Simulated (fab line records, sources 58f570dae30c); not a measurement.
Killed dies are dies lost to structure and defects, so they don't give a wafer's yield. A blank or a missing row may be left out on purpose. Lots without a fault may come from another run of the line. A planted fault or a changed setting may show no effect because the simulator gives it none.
Split-lot experiment | flow berkeley_cmos170 | 5 lots, 23 wafers read, on a route of 331 steps

THE SPLIT
At UCB170_PWELL_CVD_05 (deposits Si3N4 from SiH2Cl2/NH3, target thk 220 nm, time 3300 s), the setting temp_c was moved away from the recipe's 800 C on 10 of the 23 wafers read, by -1.7% to -1.0%. The other wafers ran this setting at the recipe's value.

FROM THE SPLIT TO THE READING: what the file shows between them, 1 step
- UCB170_PWELL_THK_MEAS_06

THE READING
oes_product_au, in a.u., at UCB170_PWELL_ETCH_14 (etches Si3N4 in CH3F/Ar/O2, stops on SiO2, target depth 242 nm, time 151 s). Fault-free wafers of this fab line usually give 0.943 a.u., standard deviation 0.018 a.u..

wafer  | tool, chamber at the split | temp_c as run, C | against the recipe | oes_product_au, a.u. | against lot-mates on the recipe
L075.1 | -, -                       | 786.1            | -1.7%              | 0.798                | no lot-mate on the recipe
L075.2 | -, -                       | 786.1            | -1.7%              | 0.801                | no lot-mate on the recipe
L075.3 | -, -                       | 786.1            | -1.7%              | 0.829                | no lot-mate on the recipe
L075.4 | -, -                       | 786.1            | -1.7%              | 0.791                | no lot-mate on the recipe
L075.6 | -, -                       | 786.1            | -1.7%              | 0.833                | no lot-mate on the recipe
L078.1 | -, -                       | 800              | recipe             | 0.908                | -
L078.2 | -, -                       | 800              | recipe             | 0.969                | -
L078.3 | -, -                       | 800              | recipe             | 0.939                | -
L078.5 | -, -                       | 800              | recipe             | 0.943                | -
L078.6 | -, -                       | 800              | recipe             | 0.954                | -
L080.1 | -, -                       | 800              | recipe             | 0.956                | -
L080.2 | -, -                       | 800              | recipe             | 0.962                | -
L080.4 | -, -                       | 800              | recipe             | 0.938                | -
L080.5 | -, -                       | 800              | recipe             | 0.966                | -
L080.6 | -, -                       | 800              | recipe             | 0.955                | -
L082.2 | lpcvd-02, 1                | 800              | recipe             | 0.968                | -
L082.3 | lpcvd-02, 1                | 800              | recipe             | 0.945                | -
L082.6 | lpcvd-02, 1                | 800              | recipe             | 0.939                | -
L085.2 | -, -                       | 791.7            | -1.0%              | 0.884                | no lot-mate on the recipe
L085.3 | -, -                       | 791.7            | -1.0%              | 0.852                | no lot-mate on the recipe
L085.4 | -, -                       | 791.7            | -1.0%              | 0.862                | no lot-mate on the recipe
L085.5 | -, -                       | 791.7            | -1.0%              | 0.876                | no lot-mate on the recipe
L085.6 | -, -                       | 791.7            | -1.0%              | 0.895                | no lot-mate on the recipe

THE FIT
A straight line over all 23 wafers: oes_product_au changes by +0.0787 a.u. for each +1% of temp_c; r = +0.96; the points scatter about the line by 0.017 a.u..
Too few moved wafers have a lot-mate on the recipe to fit a line with each lot's own level taken away.

THE WHOLE CHAIN: every reading that the file lists as answering this split, in the file's order
step                     | what it does                                                               | reading                                                                       | change (the file's fit)                  | r (the file's)
UCB170_PWELL_CVD_05      | deposits Si3N4 from SiH2Cl2/NH3, target thk 220 nm, time 3300 s            | Si3N4_of_PWELL_CVD_05.thk_nm (the simulator's own value, which no gauge read) | +31 nm for each +1% of the setting       | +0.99
UCB170_PWELL_THK_MEAS_06 |                                                                            | PWELL_NITRIDE_THK                                                             | +31.1 for each +1% of the setting        | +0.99
UCB170_PWELL_ETCH_14     | etches Si3N4 in CH3F/Ar/O2, stops on SiO2, target depth 242 nm, time 151 s | oes_product_au                                                                | +0.0788 a.u. for each +1% of the setting | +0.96
UCB170_PWELL_ETCH_14     | etches Si3N4 in CH3F/Ar/O2, stops on SiO2, target depth 242 nm, time 151 s | etch.depth_nm (the simulator's own value, which no gauge read)                | +31 nm for each +1% of the setting       | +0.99

THE FILE'S OWN FIT
oes_product_au changes by +0.0788 a.u. for each +1% of temp_c, r = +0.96.
